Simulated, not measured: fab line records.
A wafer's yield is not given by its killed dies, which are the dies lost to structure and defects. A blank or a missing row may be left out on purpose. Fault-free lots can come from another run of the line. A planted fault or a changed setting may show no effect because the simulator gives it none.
One fault through the eyes of 2 desks | flow berkeley cmos170 | each desk has only its own numbers; what lay behind them comes last

## FROM THE METROLOGY DESK
Lot by lot, what the gauges showed, no matter which tool ran the lot: averages of those sampled wafers that carry a number. Any lot whose mean is over 4 standard deviations away from the usual mean is out of limits and marked OUT; that distance is given in the brackets.
Columns: A = cd nm at UCB170_M1_CD_MEAS_09, usual 699.8 nm
lot  | first seen here | A
L720 | day 7 20:23     | 697.9
L718 | day 7 20:55     | 698.5
L721 | day 8 07:29     | 701.0
L722 | day 8 21:52     | 700.9
L727 | day 9 13:13     | 704.6
L725 | day 9 13:42     | 698.8
L728 | day 10 20:23    | 698.7
L731 | day 10 21:11    | 699.6
L729 | day 10 21:45    | 702.0
L730 | day 10 22:14    | 705.2
L732 | day 11 14:28    | 701.5
L734 | day 12 00:08    | 699.2
L735 | day 12 00:36    | 700.4
L737 | day 12 09:30    | 698.5
L738 | day 12 10:43    | 702.7
Result from this desk: across the 15 lots, nothing is out of limits.

## FOR THE TOOL OWNER'S DESK: krf scanner-02
The tool's own readings at UCB170_M1_EXPOSE_06 (exposes mask METAL1, target cd 700 nm): means of the sampled wafers that have a number, for each lot that ran on this tool. Any lot whose mean is over 4 standard deviations away from the usual mean is out of limits and marked OUT; that distance is given in the brackets.
Columns: A = exposure dose mJ cm2 at UCB170_M1_EXPOSE_06, usual 21.001; B = reticle temp C at UCB170_M1_EXPOSE_06, usual 22.99 C
lot  | first seen here | A                | B
L727 | day 9 12:50     | 20.431 (-29) OUT | 22.92
L729 | day 10 21:02    | 20.544 (-23) OUT | 22.94
L730 | day 10 21:26    | 20.559 (-22) OUT | 23.16
This desk finds L727, L729, L730 out of limits, L727 being first, at day 9 12:50 (exposure dose mJ cm2 at UCB170_M1_EXPOSE_06). In limits: none.

## PUT TOGETHER
The tool owner's desk had the chance to raise an alarm at day 9 12:50 on L727, L729, L730.
At the metrology desk, nothing out of limits was observed.
The metrology desk holds a record of L727, L729, L730, inside its limits.
On krf scanner-02, each named lot ran UCB170_M1_EXPOSE_06.

## WHAT THE SIMULATOR HAD INSERTED
Process parameters drifting: krf scanner-02 at UCB170_M1_EXPOSE_06, beginning at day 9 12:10. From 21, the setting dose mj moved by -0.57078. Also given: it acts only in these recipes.
Shown lots that were struck: L727, L729, L730.
Each desk's first reading out of limits, in hours after the fault started: the tool owner's desk, 1.
